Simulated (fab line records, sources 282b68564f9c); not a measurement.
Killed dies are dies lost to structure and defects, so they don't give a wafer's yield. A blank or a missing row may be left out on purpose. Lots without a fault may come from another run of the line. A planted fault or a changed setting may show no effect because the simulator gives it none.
fab line records | flow rit_cmos
record lots=13 wafers=39 last_day=8
route steps=202 shown SPACER@130
lots that met no fault: from a run of the same line without faults
start_h: hours from the record's first day to the start of the lot's first wafer shown | wait_h: hours since the lot's step before | " the same as in the row above | L1.1+2: a row that stands for several wafers | - no value, or no start given | * or withheld: withheld | < > ~ a bound
route shown NAME@n: a module of which the file shows steps, and the number in the route of the first | usual: mean/standard deviation of fault-free wafers | same: alike in all rows | chamber/n: place in a boat | sites: the reading at each site | _std_site: their standard deviation | _edge_site: outer sites' mean less inner sites' | radius_mm: how far each site lies from the wafer's centre | mask NAME#n: copy n | behind: the tool/chamber that last shaped the wafer | hold: why the lot was held/for how many hours/how that ended | device: the transistor (n, p or np) that didn't switch | end of line: the same wafers' tests at the end of the route | a step without rows: its recipe alone | killed: dies lost to structure and defects at the first sort, not the wafer's yield | map: a wafer's dies, x killed, . not, _ none there
set.NAME: the setting as run; set.NAME@STEP: as run at that earlier step | model.NAME: the simulator's own value behind a step, which no gauge read
steps of the route over a sample of lots; a table a step, a row a wafer
services: from which hour (start_h, from the record's first day; less than 0 if before it) a tool's chamber was out of use, for how many hours, and why
## steps
# step RIT_SPACER_ETCHBACK_05
# recipe target_depth_a=2500 SF6_flow_sccm=30 CHF3_flow_sccm=30 target=Si3N4 chemistry=SF6/CHF3 pressure_mtorr=40 rf_w=250 time_s=240 stop_on=SiO2
# usual drypump_motor_current_A=5.9/0.49 oes_product_au=0.841/0.013 run_length_s=268.3/0.44 throttle_valve_pct=10.32/0.11
# columns lot.wafer tool chamber start_h wait_h drypump_motor_current_A oes_product_au rf_hours_counter_h run_length_s throttle_valve_pct
L397.1 rie_diel-03 3 56.64 0.1 4.8 0.833 140 268.0 10.23
L397.2 " 1 " " 6.2 0.823 116 268.7 10.49
L397.6 " 0 " " 5.8 0.830 - 268.4 10.43
L399.1 rie_diel-03 2 60.69 0.1 6.6 0.846 65 268.8 10.33
L399.4 " 1 " " 6.2 0.835 117 268.2 10.53
L399.5 " 3 " " 4.9 0.856 - 267.8 10.25
L401.1 rie_diel-03 2 78.89 0.1 6.5 0.838 66 268.7 10.34
L401.2 " 1 " " 6.2 0.826 117 268.1 10.50
L401.6 " 1 " " 6.2 0.814 - 268.0 10.49
L402.2 rie_diel-04 3 78.89 0.0 6.2 0.869 2 268.7 10.45
L402.3 " 1 " " 6.4 0.858 91 268.6 10.19
L402.6 " 2 " " 6.2 0.846 - 269.0 10.21
L405.2 rie_diel-02 1 88.79 0.0 5.7 0.813 8 268.9 10.11
L405.3 " 2 " " 5.6 0.835 95 269.0 10.25
L405.4 " 3 " " 5.8 0.854 75 268.7 10.36
L407.1 rie_diel-04 0 97.65 0.1 6.1 0.842 99 267.7 10.30
L407.2 " 3 " " 6.1 0.762 2 311.2 10.39
L407.6 " 2 " " 6.2 0.846 - 269.3 10.22
L411.1 rie_diel-02 0 118.09 0.1 5.3 0.836 37 268.5 10.31
L411.2 " 2 " " 5.6 0.832 96 268.6 10.26
L411.6 " 0 " " 5.2 0.839 - 268.0 10.33
L412.1 rie_diel-03 3 124.87 0.1 4.9 0.846 141 268.0 10.24
L412.2 " 1 " " 6.2 0.812 118 268.2 10.52
L412.3 " 0 " " 5.9 0.833 62 267.9 10.43
L414.2 rie_diel-02 0 138.33 0.0 5.3 0.833 38 268.0 10.33
L414.5 " 2 " " 5.6 0.829 - 269.4 10.23
L414.6 " 3 " " 5.8 0.844 - 268.7 10.36
L417.1 rie_diel-03 0 156.14 0.1 5.8 0.834 62 268.1 10.43
L417.3 " 2 " " 6.5 0.850 67 268.7 10.33
L417.4 " 3 " " 4.9 0.843 142 268.1 10.24
L418.1 rie_diel-03 2 163.07 0.1 6.6 0.842 67 268.6 10.34
L418.5 " 1 " " 6.2 0.819 - 268.3 10.51
L418.6 " 2 " " 6.5 0.838 - 268.6 10.34
L419.4 rie_diel-03 2 172.08 0.0 6.6 0.830 67 269.0 10.34
L419.5 " 3 " " 4.8 0.840 - 267.6 10.22
L419.6 " 0 " " 5.8 0.832 - 268.1 10.43
L420.1 rie_diel-04 3 173.99 0.1 6.2 0.856 4 268.1 10.43
L420.4 " 2 " " 6.2 0.839 11 268.5 10.21
L420.6 " 2 " " 6.2 0.839 - 269.2 10.21
## services
# columns tool chamber start_h hours kind
rie_diel-04 0 42.82 4.8 repair
rie_diel-03 0 86.65 18.1 repair
rie_diel-04 3 145.90 8.6 repair
rie_diel-02 0 170.60 6.2 repair
## key
first_sign step=RIT_SPACER_ETCHBACK_05 reading=run_length_s direction=up sigmas=97 usual=* struck=*
effect step=RIT_SPACER_ETCHBACK_05 reading=oes_product_au direction=down sigmas=5.9 usual=0.841 struck=0.762
met_at RIT_SPACER_ETCHBACK_05
struck_lots L407
struck_wafers L407.2
tester_left_out L407
onset_between 78.89 97.65
fault kind=process_parameter_drift tool=rie_diel-04 chamber=3 onset_h=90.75 steps=RIT_SPACER_ETCHBACK_05 channel=time_s offset=* shape=step end_h=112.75 acts_in=* stated=*
# tester_left_out: of these lots the tester's yield and bins aren't shown, on N5 and GAA mostly nor the transistor test; their killed dies are dies lost to structure and defects alone, not to doping, threshold or leakage, so they don't give the yield
